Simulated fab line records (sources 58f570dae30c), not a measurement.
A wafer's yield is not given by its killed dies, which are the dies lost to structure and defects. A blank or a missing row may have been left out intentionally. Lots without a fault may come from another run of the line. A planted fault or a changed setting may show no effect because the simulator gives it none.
fab line records -- flow berkeley-cmos170
[record] lots = 7, wafers = 21, last-day = 11
route steps=331 shown ACTIVE@72 PFIELD@79
lots that met no fault: taken from a fault-free run of the same line
start-h: start of the lot's first displayed wafer, in hours after the record's first day -- wait-h: hours from the lot's prior step to this one -- " unchanged from the row above -- L1.1+2: several wafers, shown together as one row -- - no value, or no start was given -- * or withheld: withheld -- < > ~ a bound
route shown NAME@n: NAME is a module with steps in the file, n the number in the route of the first one -- usual: average and standard deviation across the fault-free wafers -- same: alike in all rows -- chamber/n: place in a boat -- sites: per-site readings -- _std_site: their standard deviation -- _edge_site: outer sites' mean less inner sites' -- radius-mm: how far each site lies from the wafer's centre -- mask NAME#n: copy n -- behind: the tool/chamber that last shaped the wafer -- hold: reason for holding the lot/hours on hold/outcome of the hold -- device: which transistor (n, p or np) failed to switch -- end of line: tests run on the same wafers once the route is complete -- a step with no rows: only its recipe -- killed: count of dies lost to structure and defects at first sort (not the wafer's yield) -- map: per-die view of a wafer (x killed, . not killed, _ where there is no die)
set.NAME: the setting that was run; set.NAME@STEP: the one run at that earlier step -- model.NAME: the simulator's own value behind a step, which no gauge read
certain route steps with their lots: each step a table, each wafer a row
services: from which hour (start-h, from the record's first day; less than 0 if before it) a tool's chamber was out of use, for how many hours, and why
[[steps]]
[step UCB170_ACTIVE_DEVELOP_12]
[recipe] developer = TMAH, develop-time-s = 45, resist = KrF, dev-temp-c = 21
[step UCB170_ACTIVE_CD_MEAS_13]
[recipe] target-cd-nm = 1200
[usual] cd-nm = 1200.2/1.5
lot.wafer,tool,chamber,start-h,wait-h,cd-nm
L110.2,cd-sem-02,-,111.57,-,1199.9
L110.4,cd-sem-02,-,111.57,-,1199.8
L110.5,cd-sem-02,-,111.57,-,1200.4
L108.1,cd-sem-01,-,112.09,-,1200.4
L108.4,cd-sem-01,-,112.09,-,1203.8
L108.6,cd-sem-01,-,112.09,-,1201.5
L115.1,cd-sem-02,-,129.42,-,1197.4
L115.3,cd-sem-02,-,129.42,-,1197.3
L115.5,cd-sem-02,-,129.42,-,1198.4
L117.1,cd-sem-01,-,151.12,-,1198.6
L117.3,cd-sem-01,-,151.12,-,1199.2
L117.4,cd-sem-01,-,151.12,-,1197.9
L116.2,cd-sem-02,-,151.42,-,1201.0
L116.3,cd-sem-02,-,151.42,-,1200.5
L116.4,cd-sem-02,-,151.42,-,1202.3
L122.4,cd-sem-01,-,177.44,-,1198.2
L122.5,cd-sem-01,-,177.44,-,1197.5
L122.6,cd-sem-01,-,177.44,-,1199.6
L125.1,cd-sem-01,-,177.77,-,1198.8
L125.2,cd-sem-01,-,177.77,-,1197.5
L125.5,cd-sem-01,-,177.77,-,1198.6
[step UCB170_ACTIVE_OVL_MEAS_14]
[usual] ACTIVE_OVL = 1/5.8
lot.wafer,tool,chamber,start-h,wait-h,ACTIVE_OVL[nm]
L110.2,overlay-02,-,111.68,0.1,10
L110.4,overlay-02,-,111.68,0.1,10
L110.5,overlay-02,-,111.68,0.1,10
L108.1,overlay-02,-,112.21,0.1,3
L108.4,overlay-02,-,112.21,0.1,2
L108.6,overlay-02,-,112.21,0.1,6
L115.1,overlay-02,-,129.54,0.1,7
L115.3,overlay-02,-,129.54,0.1,4
L115.5,overlay-02,-,129.54,0.1,5
L117.1,overlay-02,-,151.24,0.1,-1
L117.3,overlay-02,-,151.24,0.1,-5
L117.4,overlay-02,-,151.24,0.1,0
L116.2,overlay-01,-,151.52,0.1,-2
L116.3,overlay-01,-,151.52,0.1,2
L116.4,overlay-01,-,151.52,0.1,1
L122.4,overlay-02,-,177.51,0.1,-2
L122.5,overlay-02,-,177.51,0.1,0
L122.6,overlay-02,-,177.51,0.1,-8
L125.1,overlay-01,-,177.89,0.1,2
L125.2,overlay-01,-,177.89,0.1,-5
L125.5,overlay-01,-,177.89,0.1,-4
[step UCB170_ACTIVE_ETCH_15]
[recipe] chemistry = CH3F/Ar/O2, target = Si3N4, stop-on = SiO2, CH3F_flow_sccm = 20, Ar_flow_sccm = 50, O2_flow_sccm = 7, pressure-mtorr = 50, rf-w = 450, target-depth-a = 2420, over-etch-frac = 0.1, time-s = 151
[usual] drypump-motor-current-A = 5.4/0.47, oes-product-au = 0.944/0.012, throttle-valve-pct = 8.04/0.11
lot.wafer,tool,chamber,start-h,wait-h,drypump-motor-current-A,oes-product-au,rf-hours-counter-h,throttle-valve-pct
L110.2,rie-diel-02,1,111.71,0.0,5.0,0.960,104,8.06
L110.4,rie-diel-02,0,111.71,0.0,4.8,0.956,152,7.89
L110.5,rie-diel-02,1,111.71,0.0,5.0,0.943,-,8.07
L108.1,rie-diel-02,1,112.25,0.0,5.0,0.949,104,8.08
L108.4,rie-diel-02,0,112.25,0.0,4.8,0.952,152,7.91
L108.6,rie-diel-02,2,112.25,0.0,5.4,0.935,-,8.14
L115.1,rie-diel-01,0,129.57,0.0,5.3,0.948,50,7.94
L115.3,rie-diel-01,3,129.57,0.0,5.1,0.926,53,8.17
L115.5,rie-diel-01,1,129.57,0.0,5.7,0.945,-,8.19
L117.1,rie-diel-03,2,151.28,0.0,6.3,0.936,89,7.85
L117.3,rie-diel-03,1,151.28,0.0,5.4,0.960,154,7.86
L117.4,rie-diel-03,0,151.28,0.0,4.9,0.927,18,8.07
L116.2,rie-diel-01,3,151.55,0.0,5.1,0.927,54,8.18
L116.3,rie-diel-01,0,151.55,0.0,5.3,0.939,51,7.95
L116.4,rie-diel-01,2,151.55,0.0,4.8,0.936,57,8.16
L122.4,rie-diel-03,2,177.58,0.1,6.3,0.928,-,7.87
L122.5,rie-diel-03,0,177.58,0.1,4.9,0.926,-,8.08
L122.6,rie-diel-03,3,177.58,0.1,5.9,0.930,-,8.07
L125.1,rie-diel-03,3,177.93,0.0,5.9,0.939,35,8.06
L125.2,rie-diel-03,2,177.93,0.0,6.3,0.951,91,7.86
L125.5,rie-diel-03,0,177.93,0.0,4.9,0.926,-,8.08
[step UCB170_ACTIVE_STRIP_16]
[recipe] chemistry = O2, power-w = 400, pressure-mtorr = 3500, platen-temp-c = withheld, o2-flow-sccm = 400, overash-fraction = 0.5
[usual] drypump-motor-current-A = 5.5/0.37, oes-product-au = 0.720/0.0048, strip-time-to-endpoint-s = 18.11/0.13
lot.wafer,tool,chamber,start-h,wait-h,drypump-motor-current-A,oes-product-au,rf-hours-counter-h,strip-time-to-endpoint-s
L110.2,plasma-asher-02,1,111.81,0.1,6.2,0.721,34,18.40
L110.4,plasma-asher-02,0,111.81,0.1,5.2,0.722,-,18.04
L110.5,plasma-asher-02,1,111.81,0.1,6.2,0.712,-,18.48
L108.1,plasma-asher-03,0,112.35,0.1,5.7,0.722,38,18.18
L108.4,plasma-asher-03,0,112.35,0.1,5.7,0.717,-,17.95
L108.6,plasma-asher-03,0,112.35,0.1,5.7,0.718,-,17.90
L115.1,plasma-asher-01,1,129.67,0.1,5.1,0.724,1,17.93
L115.3,plasma-asher-01,0,129.67,0.1,5.7,0.710,-,17.94
L115.5,plasma-asher-01,0,129.67,0.1,5.7,0.727,-,18.19
L117.1,plasma-asher-03,1,151.38,0.1,5.2,0.725,45,18.06
L117.3,plasma-asher-03,1,151.38,0.1,5.2,0.724,-,18.10
L117.4,plasma-asher-03,0,151.38,0.1,5.7,0.717,-,17.91
L116.2,plasma-asher-01,1,151.65,0.1,5.1,0.725,5,17.98
L116.3,plasma-asher-01,0,151.65,0.1,5.7,0.724,-,18.02
L116.4,plasma-asher-01,1,151.65,0.1,5.1,0.715,-,18.15
L122.4,plasma-asher-01,0,177.67,0.0,5.8,0.718,-,18.22
L122.5,plasma-asher-01,1,177.67,0.0,5.1,0.721,-,18.10
L122.6,plasma-asher-01,0,177.67,0.0,5.7,0.726,-,18.34
L125.1,plasma-asher-02,0,178.03,0.1,5.2,0.719,40,18.14
L125.2,plasma-asher-02,1,178.03,0.1,6.1,0.716,40,18.13
L125.5,plasma-asher-02,0,178.03,0.1,5.2,0.715,-,18.00
[step UCB170_ACTIVE_CD_MEAS_90]
[recipe] target-cd-nm = 1200
[usual] cd-nm = 1200.1/1.5
lot.wafer,tool,chamber,start-h,wait-h,cd-nm
L110.2,cd-sem-02,-,111.95,0.1,1199.8
L110.4,cd-sem-02,-,111.95,0.1,1200.1
L110.5,cd-sem-02,-,111.95,0.1,1200.8
L108.1,cd-sem-01,-,112.45,0.1,1200.4
L108.4,cd-sem-01,-,112.45,0.1,1203.1
L108.6,cd-sem-01,-,112.45,0.1,1201.6
L115.1,cd-sem-01,-,129.77,0.1,1197.8
L115.3,cd-sem-01,-,129.77,0.1,1197.8
L115.5,cd-sem-01,-,129.77,0.1,1198.7
L117.1,cd-sem-01,-,151.48,0.1,1198.7
L117.3,cd-sem-01,-,151.48,0.1,1199.8
L117.4,cd-sem-01,-,151.48,0.1,1197.7
L116.2,cd-sem-01,-,151.77,0.1,1200.9
L116.3,cd-sem-01,-,151.77,0.1,1200.2
L116.4,cd-sem-01,-,151.77,0.1,1202.2
L122.4,cd-sem-02,-,177.90,0.2,1197.9
L122.5,cd-sem-02,-,177.90,0.2,1196.9
L122.6,cd-sem-02,-,177.90,0.2,1199.3
L125.1,cd-sem-01,-,178.13,0.1,1198.4
L125.2,cd-sem-01,-,178.13,0.1,1197.7
L125.5,cd-sem-01,-,178.13,0.1,1198.2
[step UCB170_ACTIVE_CLEAN_17]
[recipe] chemistry = SPM, temp-c = 120, time-s = 600
[step UCB170_PFIELD_HMDS_00]
[recipe] prime-time-s = 60, prime-temp-c = 100
[step UCB170_PFIELD_COAT_01]
[recipe] resist = KrF, spin-rpm = 1500, resist-thk-nm = 900
[step UCB170_PFIELD_SOFTBAKE_02]
[recipe] resist = KrF, temp-c = 130, time-s = 60
[step UCB170_PFIELD_EXPOSE_03]
[recipe] mask-id = PFIELD, na = 0.5, sigma-outer = 0.6, source-shape = conventional, target-cd-nm = 1500, dose-mj = 30
[step UCB170_PFIELD_PEB_04]
[recipe] peb-temp-c = 130, peb-time-s = withheld, resist = KrF
[step UCB170_PFIELD_DEVELOP_05]
[recipe] developer = TMAH, develop-time-s = 45.61, resist = KrF, dev-temp-c = 21
[usual] chill-plate-temp-C = 23.00/0.11, develop-time-s = 45.61/0
lot.wafer,tool,chamber,start-h,wait-h,chill-plate-temp-C,develop-time-s,model.KrF_of_PFIELD_COAT_01.thk-nm
L110.2,litho-track-01,0,114,-,22.90,45.61,883.7
L110.4,litho-track-01,0,114,-,23.00,45.61,883.8
L110.5,litho-track-01,0,114,-,22.96,45.61,885.3
L108.1,litho-track-03,0,115,-,22.85,45.61,882.9
L108.4,litho-track-03,0,115,-,22.95,45.61,884.9
L108.6,litho-track-03,0,115,-,22.94,45.61,885.2
L115.1,litho-track-01,-,131,-,-,-,900.9
L115.3,litho-track-01,-,131,-,-,-,906
L115.5,litho-track-01,-,131,-,-,-,903.6
L117.1,litho-track-01,-,153,-,-,-,906.5
L117.3,litho-track-01,-,153,-,-,-,904.4
L117.4,litho-track-01,-,153,-,-,-,903
L116.2,litho-track-01,-,153,-,-,-,897.7
L116.3,litho-track-01,-,153,-,-,-,898.9
L116.4,litho-track-01,-,153,-,-,-,897.6
L122.4,litho-track-03,0,179,-,23.08,45.61,882.6
L122.5,litho-track-03,0,179,-,23.24,45.61,883.6
L122.6,litho-track-03,0,179,-,23.01,45.61,885.3
L125.1,litho-track-03,0,180,-,22.96,45.61,889.9
L125.2,litho-track-03,0,180,-,22.95,45.61,888.4
L125.5,litho-track-03,0,180,-,23.02,45.61,888
[step UCB170_PFIELD_OVL_MEAS_06]
[usual] PFIELD_OVL = 3/6.3
lot.wafer,tool,chamber,start-h,wait-h,PFIELD_OVL[nm]
L110.2,overlay-02,-,114.45,-,5
L110.4,overlay-02,-,114.45,-,4
L110.5,overlay-02,-,114.45,-,1
L108.1,overlay-01,-,115.26,-,0
L108.4,overlay-01,-,115.26,-,4
L108.6,overlay-01,-,115.26,-,0
L115.1,overlay-02,-,131.77,-,-
L115.3,overlay-02,-,131.77,-,-
L115.5,overlay-02,-,131.77,-,-
L117.1,overlay-01,-,153.35,-,-
L117.3,overlay-01,-,153.35,-,-
L117.4,overlay-01,-,153.35,-,-
L116.2,overlay-01,-,153.63,-,-
L116.3,overlay-01,-,153.63,-,-
L116.4,overlay-01,-,153.63,-,-
L122.4,overlay-01,-,179.33,-,-2
L122.5,overlay-01,-,179.33,-,-6
L122.6,overlay-01,-,179.33,-,-3
L125.1,overlay-02,-,180.76,-,9
L125.2,overlay-02,-,180.76,-,4
L125.5,overlay-02,-,180.76,-,9
[[services]]
tool,chamber,start-h,hours,kind
rie-diel-02,-,92.99,1.1,repair
plasma-asher-03,-,101.26,1.5,repair
plasma-asher-02,-,105.68,4.4,repair
plasma-asher-01,-,108.75,9.0,pm
plasma-asher-01,0,108.75,9.0,vent-cycle
plasma-asher-01,1,108.75,9.0,vent-cycle
plasma-asher-01,-,117.75,2.8,pm
plasma-asher-01,0,117.75,-,clean
plasma-asher-01,1,117.75,-,clean
rie-diel-01,-,124.96,2.8,pm
plasma-asher-02,-,128.14,28.1,pm
rie-diel-03,3,132.57,10.0,repair
rie-diel-02,0,147.48,-,clean
rie-diel-02,0,147.48,36.2,scheduled-down
rie-diel-02,0,147.48,36.2,vent-cycle
rie-diel-03,1,151.38,-,clean
rie-diel-03,1,151.38,17.6,scheduled-down
rie-diel-03,1,151.38,17.6,vent-cycle
rie-diel-03,1,177.34,4.3,repair
[[key]]
[first-sign] step = UCB170_PFIELD_DEVELOP_05, reading = tool-record, direction = missing
effect none on later readings
[model-effect] step = UCB170_PFIELD_DEVELOP_05, value = KrF_of_PFIELD_COAT_01.thk-nm, without = 887.8, struck = 902.1
met-at UCB170_PFIELD_DEVELOP_05
struck-wafers L115.1,L115.3,L115.5,L116.2,L116.3,L116.4,L117.1,L117.3,L117.4
sort-left-out L115.1,L115.3,L115.5,L116.2,L116.3,L116.4,L117.1,L117.3,L117.4
tester-left-out L115,L116,L117
[fault] kind = skipped-step-whole, tool = litho-track-01, chamber = -, onset-h = 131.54, steps = UCB170_PFIELD_DEVELOP_05, scope = struck-lots-only
// tester-left-out: of these lots the tester's yield and bins aren't shown, on N5 and GAA mostly nor the transistor test; their killed dies are dies lost to structure and defects alone, not to doping, threshold or leakage, so they don't give the yield
// sort-left-out: the simulated sort isn't trusted on such a fault, so these wafers' sort isn't shown, and their yield isn't known
